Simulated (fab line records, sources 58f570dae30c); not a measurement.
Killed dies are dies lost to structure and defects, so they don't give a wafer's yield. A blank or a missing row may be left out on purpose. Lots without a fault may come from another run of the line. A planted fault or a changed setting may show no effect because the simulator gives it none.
A struck lot beside a sound one | flow berkeley_cmos170 | 22 steps out of a route of 331
Sound: wafers L872.3, L872.4, L872.5. Struck: wafers L867.1, L867.2, L867.6. The cause comes at the end.
At each step with rows: each side's tool, then ch and its chambers, then its first start. Under that, the readings that differ: sound wafers | struck wafers | difference of the means | sigmas: that difference in standard deviations of wafers without a fault.
alike: readings whose means differ by less than 2 such deviations, and words and numbers that are the same on both sides. not compared: withheld readings, readings that some wafer has no value for, bounds like >300 that may hide the same value, and numbers for which the record gives no deviation and whose values overlap.
The two part at a step that has a row with sigmas, a row that says differs or no value, or rows on one side only. Numbers that don't overlap but have no deviation are shown without sigmas and don't part them. A reading that every wafer of one side lacks parts them only if that side has two wafers or more.

first, 6 steps without rows for these wafers: UCB170_NVT_HMDS_00 (prime time 60 s); UCB170_NVT_COAT_01 (resist thk 900 nm); UCB170_NVT_SOFTBAKE_02 (time 60 s); UCB170_NVT_EXPOSE_03 (exposes mask PWELL, target cd 3000 nm); UCB170_NVT_PEB_04; UCB170_NVT_DEVELOP_05 (develop time 45 s).
UCB170_NVT_OVL_MEAS_06:
  sound on overlay-01, day 10 02:03; struck on overlay-01, day 8 12:55
  alike: NVT_OVL
then, 1 step without rows for these wafers: UCB170_NVT_IMPLANT_07.
UCB170_NVT_STRIP_08: strips in O2.
  sound on plasma_asher-03 ch 0,1, day 10 02:16; struck on plasma_asher-03 ch 0,1, day 8 13:06
  alike: chamber_pressure_mTorr, drypump_motor_current_A, o2_flow_sccm, oes_product_au, strip_time_to_endpoint_s
  not compared: rf_hours_counter_h
UCB170_NVT_TW_MEAS_09:
  sound on film_metro-02, day 10 02:20; struck on film_metro-02, day 8 13:12
  alike: NVT_TW
then, 2 steps without rows for these wafers: UCB170_NVT_CLEAN_10 (cleans in SPM, time 600 s); UCB170_PVT_HMDS_00 (prime time 60 s).
UCB170_PVT_COAT_01: resist thk 900 nm.
  sound on litho_track-04 ch 0, day 10 03:14; struck on litho_track-01 ch 0, day 8 15:35
  reading                              | sound             | struck          | difference | sigmas
  model.KrF_of_PVT_COAT_01.thk_nm (nm) | 894.6 897.8 895.8 | 852.7 854 853.3 | -42.7      |
  alike: spin_speed_rpm
then, 3 steps without rows for these wafers: UCB170_PVT_SOFTBAKE_02 (time 60 s); UCB170_PVT_EXPOSE_03 (exposes mask NWELL, target cd 3000 nm); UCB170_PVT_PEB_04.
UCB170_PVT_DEVELOP_05: develop time 45 s.
  sound on litho_track-03 ch 0; struck on litho_track-03 ch 0
  reading                              | sound             | struck            | difference | sigmas
  model.KrF_of_PVT_COAT_01.thk_nm (nm) | 880.4 883.6 881.6 | 838.5 839.8 839.1 | -42.7      |
UCB170_PVT_OVL_MEAS_06:
  sound on overlay-01, day 10 04:19; struck on overlay-01, day 8 17:17
  alike: PVT_OVL
then, 1 step without rows for these wafers: UCB170_PVT_IMPLANT_07.
UCB170_PVT_STRIP_08: strips in O2.
  sound on plasma_asher-04 ch 0,1, day 10 04:31; struck on plasma_asher-01 ch 0,1, day 8 17:34
  reading                      | sound             | struck            | difference | sigmas
  strip_time_to_endpoint_s (s) | 21.50 21.58 21.53 | 20.49 20.53 20.51 | -1.03      | -16
  alike: chamber_pressure_mTorr, drypump_motor_current_A, o2_flow_sccm, oes_product_au
  not compared: rf_hours_counter_h
UCB170_PVT_TW_MEAS_09:
  sound on film_metro-03, day 10 04:36; struck on film_metro-03, day 8 17:40
  alike: PVT_TW
-- the record jumps here: 2 days lie between the struck wafers' starts before and after (it left off in module PVT and takes up again in module M3, whose first step shown is number 331 of the route) --
UCB170_M3_PROBE_99:
  the record has rows for the struck wafers here (prober-01, day 11 04:02) and none for the sound ones

WHERE THEY PART
First at UCB170_PVT_STRIP_08; last, within this record, at UCB170_M3_PROBE_99.

WHY: what the simulator had put in
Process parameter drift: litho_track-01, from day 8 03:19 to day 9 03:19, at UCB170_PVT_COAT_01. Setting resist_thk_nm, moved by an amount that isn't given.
